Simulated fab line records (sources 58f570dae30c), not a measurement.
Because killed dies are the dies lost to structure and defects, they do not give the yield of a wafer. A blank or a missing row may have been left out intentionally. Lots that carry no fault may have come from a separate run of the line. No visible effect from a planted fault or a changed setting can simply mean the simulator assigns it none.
A single fault, viewed from 2 desks	flow berkeley cmos170	only its own numbers are on each desk; what lay behind them is given at the end

== METROLOGY DESK ==
Lot by lot, what the gauges showed, no matter which tool ran the lot: averages of those sampled wafers that carry a number. A lot is out of limits, marked OUT, if its mean lies more than 4 standard deviations from the usual mean; the brackets give that distance.
Columns: A = NWELL_OVL at UCB170_NWELL_OVL_MEAS_12, usual 0 nm; B = cd nm at UCB170_ACTIVE_CD_MEAS_13, usual 1199.8 nm; C = cd nm at UCB170_ACTIVE_CD_MEAS_90, usual 1199.8 nm
lot	first seen here	A	B	C
L328	day 2 12:09	-8	1198.4	1198.1
L330	day 2 18:20	-9	1199.4	1199.4
L331	day 3 01:07	-4	1199.8	1200.1
L334	day 3 11:07	3	1200.0	1200.1
L333	day 3 11:14	1	1201.1	1200.7
L335	day 3 18:49	6	1199.9	1199.9
L336	day 3 22:24	-0	1199.4	1199.2
L338	day 4 13:02	6	1197.0	1196.7
L340	day 4 18:10	3	1202.2	1202.2
L344	day 5 19:36	-1	1198.5	1198.7
L346	day 6 01:01	1	1199.5	1199.8
L348	day 6 09:33	2	1202.1	1202.3
L350	day 6 19:13	-5	1200.9	1200.7
L349	day 6 19:19	5	1199.9	1199.8
Result from this desk: across the 14 lots, nothing is out of limits.

== AT THE TOOL OWNER'S DESK: litho track-01 ==
The tool's own readings at UCB170_PFIELD_DEVELOP_05 (develop time 45 s): means of the sampled wafers that have a number, for each lot that ran on this tool. A lot is out of limits, marked OUT, if its mean lies more than 4 standard deviations from the usual mean; the brackets give that distance.
Columns: A = developer temp C at UCB170_PFIELD_DEVELOP_05, usual 20.99 C
lot	first seen here	A
L331	day 5 11:00	21.01
L335	day 5 16:00	20.88
L333	day 5 17:00	21.03
L334	day 5 17:00	20.95
L336	day 5 21:00	20.95
L344	day 8 02:00	23.05 (+17) OUT
L346	day 8 02:00	23.08 (+17) OUT
This desk's verdict: out of limits on L344, L346, starting with L344 at day 8 02:00 (developer temp C at UCB170_PFIELD_DEVELOP_05). L331, L335, L333, L334, L336: within limits.

== BROUGHT TOGETHER ==
An alarm could have come from the tool owner's desk at day 8 02:00, on L344, L346.
The metrology desk saw nothing out of limits.
The metrology desk has L344, L346 on record, within its limits.
UCB170_PFIELD_DEVELOP_05 was run on litho track-01 by each of the lots named.

== WHAT WAS PUT IN BY THE SIMULATOR ==
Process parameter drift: litho track-01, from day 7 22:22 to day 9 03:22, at UCB170_PFIELD_DEVELOP_05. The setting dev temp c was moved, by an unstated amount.
Shown lots that were struck: L344, L346.
Time in hours from fault onset to the first out-of-limits reading at each desk: the tool owner's desk, 4.
